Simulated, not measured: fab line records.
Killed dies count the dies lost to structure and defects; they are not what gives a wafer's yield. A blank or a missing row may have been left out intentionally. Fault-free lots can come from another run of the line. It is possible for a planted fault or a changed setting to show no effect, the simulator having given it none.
Problem report, 8D (eight disciplines) form, completed by code :: flow rit_cmos :: the parts of the form that need people (team, actions taken, sign-off) are left out

== 1. THE PROBLEM ==
Mean of killed_dies at RIT_M1_PROBE_99: 264 across 6 wafers in 2 lots; on wafers with no fault it is 7 (standard deviation 3.2). Measured from the usual mean, that is +80 standard deviations.
First seen on wafer L981.2, day 5 13:23, on prober-02. The record has a number at this step for 42 wafers belonging to 14 lots. Rule for "out" (also "out of limits"): further than 4 standard deviations from the usual mean. The other wafers with a number count as sound.

== 2. WHAT IT IS, AND WHAT IT ISN'T ==
question: which readings at this step
is: killed_dies, killed_at_front_end, killed_on_rim
is not: killed_open, killed_short

question: which lots
is: L981, L982
is not: L972, L973, L975, L976, L979, L986, L987, L988, L989, L990, L992, L994

question: which wafers of those lots
is: all that have a number
is not: -

question: read on which tools
is: prober-01, prober-02
is not: -

question: when
is: from day 5 13:23
is not: up to then (15 sound wafers); but 21 sound wafers of L986, L987, L988, L989, L990, L992, L994 came after

== 3. SUSPECTS, AND WHAT RULES EACH OUT ==
Counting: a tool stays on the suspect list if, at a process step up to the reading, it processed all lots that are out and no sound lot following the first of them.
- wet_bench-01 at RIT_SILICIDE_WET_ETCH_00 (etches SiO2 in BOE, target depth 14 nm, time 15 s): ruled out as a lasting fault. The sound lots L986, L988, L990, L994 went through it after L981, its earliest lot that is out (day 5 06:18).
Left after counting: nothing in the record.

== 4. THE CAUSE (what the simulator had put in) ==
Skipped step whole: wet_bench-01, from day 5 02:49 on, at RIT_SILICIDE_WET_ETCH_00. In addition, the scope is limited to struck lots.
Counting ruled it out, wrongly: the rule takes a fault to strike every lot that its tool runs from its start on, and this one did not.

== 5. THE EFFECT CHAIN, in route order ==
Rows list readings where the struck wafers' mean (over those with a number) sits beyond 3 standard deviations from the usual. Only readings for which the record gives a usual standard deviation are gone through. hours: the time from each lot's start at the first step in this table that gives one to its start at this step, as a median over the lots. sigmas: the change in usual standard deviations.
hours: 0
step: RIT_M1_PROBE_99
reading: killed_at_front_end
usual: 7
on struck wafers: 264
change: +257
sigmas: +78

hours: 0
step: RIT_M1_PROBE_99
reading: killed_dies
usual: 7
on struck wafers: 264
change: +257
sigmas: +80

hours: 0
step: RIT_M1_PROBE_99
reading: killed_on_rim
usual: 1.9
on struck wafers: 70.0
change: +68.1
sigmas: +45
The process steps in it:
- RIT_M1_PROBE_99
Readings that are blank on the struck wafers while sound wafers have them: bath_heat_duty_pct at RIT_SILICIDE_WET_ETCH_00; run_length_s at RIT_SILICIDE_WET_ETCH_00.

== 6. WHAT WOULD HAVE CAUGHT IT SOONER ==
11 hours passed between the start of the fault at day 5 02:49 and the first reading out of limits in this record, taken at day 5 13:23.
At RIT_SILICIDE_WET_ETCH_00 the tool's readings are blank on the struck wafers, where sound wafers have them: an empty tool record is the first sign, and it was there at once.
